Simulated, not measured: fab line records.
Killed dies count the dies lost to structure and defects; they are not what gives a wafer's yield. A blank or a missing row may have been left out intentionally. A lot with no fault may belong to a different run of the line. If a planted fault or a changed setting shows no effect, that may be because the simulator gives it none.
Lot-split experiment -- flow rit_cmos -- route with 202 steps; 5 lots, 27 wafers read

== ON THE SPLIT ==
At RIT_CONTACT_DEVELOP_07 (develop time 120 s), the setting develop_time_s was moved away from the recipe's 120 s on 9 of the 27 wafers read, by -33.1% to +54.2%. The other wafers ran this setting at the recipe's value.

== FROM THE SPLIT TO THE READING: what the file shows between them, 4 steps ==
- RIT_CONTACT_CD_MEAS_08: target cd 1000 nm
- RIT_CONTACT_HARDBAKE_10: time 60 s
- RIT_CONTACT_ETCH_11: etches SiO2 in CHF3/CF4/Ar, stops on TiSi2, target depth 480 nm, time 320 s
- RIT_CONTACT_STRIP_12: strips in O2, time 180 s

== THE READING ==
cd_nm (nm) at RIT_CONTACT_CD_MEAS_90, where the cd target is 1000 nm. Typical for fault-free wafers on this fab line: 999.0 nm, with standard deviation 2.1 nm.

wafer,"tool, chamber at the split","develop_time_s as run, s",against the recipe,"cd_nm, nm",against lot-mates on the recipe
L074.1,"litho_track-04, 0",185,+54.2%,1034.4,+33.9
L074.2,"litho_track-04, 0",120,recipe,999.8,-
L074.3,"litho_track-04, 0",185,+54.2%,1033.6,+33.1
L074.4,"litho_track-04, 0",120,recipe,999.4,-
L074.5,"litho_track-04, 0",185,+54.2%,1032.1,+31.6
L074.6,"litho_track-04, 0",120,recipe,1002.2,-
L075.1,"litho_track-04, 0",120,recipe,998.4,-
L075.2,"litho_track-04, 0",120,recipe,997.7,-
L075.3,"litho_track-04, 0",120,recipe,996.0,-
L075.4,"litho_track-04, 0",120,recipe,997.5,-
L075.5,"litho_track-04, 0",120,recipe,998.0,-
L075.6,"litho_track-04, 0",120,recipe,996.8,-
L078.1,"litho_track-01, 0",120,recipe,1002.1,-
L078.2,"litho_track-01, 0",138,+15.0%,1015.2,+13.7
L078.3,"litho_track-01, 0",138,+15.0%,1013.4,+11.9
L078.4,"litho_track-01, 0",138,+15.0%,1013.4,+11.9
L078.5,"litho_track-01, 0",120,recipe,1001.9,-
L078.6,"litho_track-01, 0",120,recipe,1000.5,-
L080.1,"litho_track-01, 0",120,recipe,999.3,-
L080.2,"litho_track-01, 0",120,recipe,999.8,-
L080.3,"litho_track-01, 0",80.28,-33.1%,964.9,-34.2
L080.4,"litho_track-01, 0",120,recipe,998.1,-
L080.5,"litho_track-01, 0",80.28,-33.1%,967.0,-32.1
L080.6,"litho_track-01, 0",80.28,-33.1%,966.2,-32.9
L082.1,"litho_track-04, 0",120,recipe,997.6,-
L082.2,"litho_track-04, 0",120,recipe,996.3,-
L082.4,"litho_track-04, 0",120,recipe,997.4,-

THE FIT
A straight line over all 27 wafers: cd_nm changes by +0.758 nm for each +1% of develop_time_s; r = +0.97; the points scatter about the line by 3.9 nm.
The same after taking each lot's own level away (the mean of its wafers on the recipe; 27 wafers): +0.733 nm for each +1%; r = +0.98; scatter 3.6 nm.
Per that fit: largest develop_time_s move, reading shift of 40 nm.
Across the lots, their own levels run from 997.10 to 1001.50 nm, a range of 2.1 times the standard deviation given above.
Hence the lot-to-lot level has little effect on the slope; both slopes agree.
Check: +39.5 nm against its lot-mates is what the line predicts for one of the wafers moved furthest among these (+54.2%) when that wafer is left out of the fit. It came out at +33.9 nm against them.

== THE OTHER SPLITS THESE WAFERS WENT THROUGH ==
Note: prior to the reading, these wafers also went through further splits. Each is held against what the fit with the lots' levels taken away leaves over:
other split on the same wafers,wafers away from the commonest value,r with cd_nm (lot level and that fit taken away)
RIT_ACTIVE_OXIDATION_01 ox_time_s,12,+0.48
RIT_GATE_DEVELOP_15 develop_time_s,6,-0.31

== THE WHOLE CHAIN: every reading that the file lists as answering this split, in the file's order ==
step,what it does,reading,change (the file's fit),r (the file's)
RIT_CONTACT_CD_MEAS_08,target cd 1000 nm,cd_nm,+0.724 nm for each +1% of the setting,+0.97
RIT_CONTACT_ETCH_11,"etches SiO2 in CHF3/CF4/Ar, stops on TiSi2, target depth 480 nm, time 320 s","CONTACT.cd_nm (the simulator's own value, which no gauge read)",+0.737 nm for each +1% of the setting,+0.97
RIT_CONTACT_CD_MEAS_90,target cd 1000 nm,cd_nm,+0.72 nm for each +1% of the setting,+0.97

== FILE'S OWN FIT ==
cd_nm changes by +0.72 nm for each +1% of develop_time_s, r = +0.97.
